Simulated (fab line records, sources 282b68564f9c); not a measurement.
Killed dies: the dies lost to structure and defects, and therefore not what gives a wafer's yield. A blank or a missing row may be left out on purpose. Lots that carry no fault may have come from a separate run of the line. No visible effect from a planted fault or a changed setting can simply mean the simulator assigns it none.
Shared-tool check :: flow rit-cmos :: Sample size 13 lots and 39 wafers

== REASON FOR OPENING ==
Of 13 lots, 1 have the reading FOX1_OXIDE_THK flagged at RIT_FOX1_THK_MEAS_01. Fault-free wafers read 348 nm, with a standard deviation of 5.8.
Rule: a lot is flagged in two cases, either no wafer of it has a number, or all its wafers with numbers fall more than 4 standard deviations from that mean. The rest of the lots are taken to be sound.

lot: L808
measured: day 1 18:35
on: film-metro-02
FOX1_OXIDE_THK (nm), wafer by wafer: 339 341 340
flag: 

lot: L809
measured: day 1 23:55
on: film-metro-01
FOX1_OXIDE_THK (nm), wafer by wafer: 360 359 355
flag: 

lot: L810
measured: day 2 03:52
on: film-metro-01
FOX1_OXIDE_THK (nm), wafer by wafer: 352 348 353
flag: 

lot: L812
measured: day 2 14:29
on: film-metro-02
FOX1_OXIDE_THK (nm), wafer by wafer: 315 315 322
flag: FLAGGED

lot: L820
measured: day 4 08:02
on: film-metro-03
FOX1_OXIDE_THK (nm), wafer by wafer: 352 349 347
flag: 

lot: L821
measured: day 4 11:40
on: film-metro-01
FOX1_OXIDE_THK (nm), wafer by wafer: 341 350 350
flag: 

lot: L823
measured: day 4 22:12
on: film-metro-01
FOX1_OXIDE_THK (nm), wafer by wafer: 347 349 343
flag: 

lot: L825
measured: day 5 07:09
on: film-metro-03
FOX1_OXIDE_THK (nm), wafer by wafer: 337 346 343
flag: 

lot: L826
measured: day 5 12:22
on: film-metro-03
FOX1_OXIDE_THK (nm), wafer by wafer: 344 340 342
flag: 

lot: L827
measured: day 5 17:19
on: film-metro-01
FOX1_OXIDE_THK (nm), wafer by wafer: 352 351 347
flag: 

lot: L828
measured: day 5 22:34
on: film-metro-01
FOX1_OXIDE_THK (nm), wafer by wafer: 346 353 351
flag: 

lot: L829
measured: day 6 04:32
on: film-metro-02
FOX1_OXIDE_THK (nm), wafer by wafer: 331 336 340
flag: 

lot: L831
measured: day 6 13:32
on: film-metro-03
FOX1_OXIDE_THK (nm), wafer by wafer: 356 355 358
flag: 
On average the flagged lots' numbers are 317 nm, which is -31 nm against the usual, or -5 standard deviations.

== LOT BY LOT: THE TOOL USED ==
The record keeps 1 process step preceding the reading, out of 202 steps on the route. Every cell lists first the tool, next ch and the chambers used by the sampled wafers, and last the start.
lot: L808
flag: 
RIT_FOX1_OXIDATION_00: furnace-04 ch 0, day 1 17:15

lot: L809
flag: 
RIT_FOX1_OXIDATION_00: furnace-04 ch 0, day 1 22:37

lot: L810
flag: 
RIT_FOX1_OXIDATION_00: furnace-04 ch 0, day 2 02:34

lot: L812
flag: FLAGGED
RIT_FOX1_OXIDATION_00: furnace-04 ch 0, day 2 13:10

lot: L820
flag: 
RIT_FOX1_OXIDATION_00: furnace-01 ch 0, day 4 06:42

lot: L821
flag: 
RIT_FOX1_OXIDATION_00: furnace-03 ch 0, day 4 10:21

lot: L823
flag: 
RIT_FOX1_OXIDATION_00: furnace-03 ch 0, day 4 20:53

lot: L825
flag: 
RIT_FOX1_OXIDATION_00: furnace-03 ch 0, day 5 05:50

lot: L826
flag: 
RIT_FOX1_OXIDATION_00: furnace-03 ch 0, day 5 11:03

lot: L827
flag: 
RIT_FOX1_OXIDATION_00: furnace-01 ch 0, day 5 15:58

lot: L828
flag: 
RIT_FOX1_OXIDATION_00: furnace-03 ch 0, day 5 21:15

lot: L829
flag: 
RIT_FOX1_OXIDATION_00: furnace-01 ch 0, day 6 03:13

lot: L831
flag: 
RIT_FOX1_OXIDATION_00: furnace-03 ch 0, day 6 12:13
These steps, and what they do:
- RIT_FOX1_OXIDATION_00: target thk 350.7 nm, ox time 1130 s.
- RIT_FOX1_THK_MEAS_01

== FLAGGED AGAINST TOTAL, ONE TOOL AT A TIME (gauges that did the reading follow at the end) ==
step: RIT_FOX1_OXIDATION_00
tool: furnace-01
lots run: 3
flagged: 0
share of the flagged lots: none
sound lots run after its first flagged lot: -

step: RIT_FOX1_OXIDATION_00
tool: furnace-03
lots run: 6
flagged: 0
share of the flagged lots: none
sound lots run after its first flagged lot: -

step: RIT_FOX1_OXIDATION_00
tool: furnace-04
lots run: 4
flagged: 1
share of the flagged lots: all
sound lots run after its first flagged lot: 0

step: RIT_FOX1_THK_MEAS_01
tool: film-metro-01
lots run: 6
flagged: 0
share of the flagged lots: none
sound lots run after its first flagged lot: -

step: RIT_FOX1_THK_MEAS_01
tool: film-metro-02
lots run: 3
flagged: 1
share of the flagged lots: all
sound lots run after its first flagged lot: 1 (L829)

step: RIT_FOX1_THK_MEAS_01
tool: film-metro-03
lots run: 4
flagged: 0
share of the flagged lots: none
sound lots run after its first flagged lot: -

== WHAT THE TABLE PERMITS ==
Rows of the table that ran all the flagged lots, 2 in number: furnace-04 at RIT_FOX1_OXIDATION_00; film-metro-02 at RIT_FOX1_THK_MEAS_01.
- furnace-04 at RIT_FOX1_OXIDATION_00 ran 4 lots, 1 of them flagged. It ran its last sound lot, L810, at day 2 02:34 and its first flagged lot, L812, at day 2 13:10: a fault with its onset between the two fits.
- film-metro-02 at RIT_FOX1_THK_MEAS_01 ran 3 lots, 1 of them flagged. Lots that were sound ran on it after the first flagged one (L829); a persistent fault on the entire tool would not allow that.
Left over: one tool, furnace-04 at RIT_FOX1_OXIDATION_00.

== WHAT HAD BEEN PUT IN BY THE SIMULATOR ==
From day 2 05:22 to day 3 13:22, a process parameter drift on furnace-04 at RIT_FOX1_OXIDATION_00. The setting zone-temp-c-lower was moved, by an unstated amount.
Struck lots among those shown: L812. Same finding as the rule above.
